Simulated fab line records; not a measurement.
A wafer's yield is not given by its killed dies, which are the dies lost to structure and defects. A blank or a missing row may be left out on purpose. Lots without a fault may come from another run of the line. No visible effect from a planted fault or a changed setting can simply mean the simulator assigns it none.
Code-filled problem report in 8D (eight disciplines) form || flow berkeleyCmos170 || the parts of the form that need people (team, actions taken, sign-off) are left out

1. PROBLEM STATEMENT
Wafers without a fault read 79.999, standard deviation 0.026; beamEnergyKeV at UCB170_PFIELD_IMPLANT_07 reads a mean of 76.896 on 6 wafers belonging to 2 lots. So: -99 or more standard deviations from the usual mean.
First observed at day 8 00:28: wafer L107.1, on implanter-04. The record holds 42 wafers of 14 lots with a number at this step. By rule, "out" or "out of limits" means more than 4 standard deviations away from the usual mean. The rest of the wafers with a number are treated as sound.

2. WHAT IT IS; WHAT IT IS NOT
{"question": "which readings at this step", "is": "beamEnergyKeV", "is not": "-"}
{"question": "which lots", "is": "L107, L109", "is not": "L108, L110, L111, L112, L113, L114, L991, L993, L994, L996, L997, L998"}
{"question": "which wafers of those lots", "is": "all that have a number", "is not": "-"}
{"question": "read on which tools", "is": "implanter-04", "is not": "implanter-01, implanter-02"}
{"question": "when", "is": "from day 8 00:28", "is not": "up to then (18 sound wafers); but 18 sound wafers of L108, L110, L111, L112, L113, L114 came after"}

3. WHAT RULES OUT EACH SUSPECT
Counting: a tool stays on the suspect list if, at a process step up to the reading, it processed all lots that are out and no sound lot following the first of them.
- implanter-04 at UCB170_PFIELD_IMPLANT_07: kept. It ran every lot that is out, first L107 (day 8 00:28), and no sound lot after that; its last sound lot up to then is L997 (day 5 17:54). Its own readings are out on those wafers: beamEnergyKeV.
The count leaves implanter-04 at UCB170_PFIELD_IMPLANT_07.

4. THE CAUSE (what the simulator had put in)
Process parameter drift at UCB170_PFIELD_IMPLANT_07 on implanter-04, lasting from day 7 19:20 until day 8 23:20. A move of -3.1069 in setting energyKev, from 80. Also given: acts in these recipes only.
The count eliminated every tool but this one.

5. SEQUENCE OF EFFECTS, ordered by route
Each row: a reading whose mean over the struck wafers that have a number lies more than 3 standard deviations from the usual. Readings are gone through only where the record gives a usual standard deviation; hours: the median, over the lots, of the time from a lot's start at the first step in this table giving one to that lot's start at this step; sigmas: the change measured in usual standard deviations.
{"hours": 0, "step": "UCB170_PFIELD_IMPLANT_07", "reading": "beamEnergyKeV", "usual": 79.999, "on struck wafers": 76.896, "change": -3.103, "sigmas": "-99 or more"}
Here are the process steps it includes:
- UCB170_PFIELD_IMPLANT_07

6. HOW IT WOULD HAVE BEEN CAUGHT EARLIER
In this record no reading fell out of limits until day 8 00:28, 5 hours after the fault had begun at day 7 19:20.
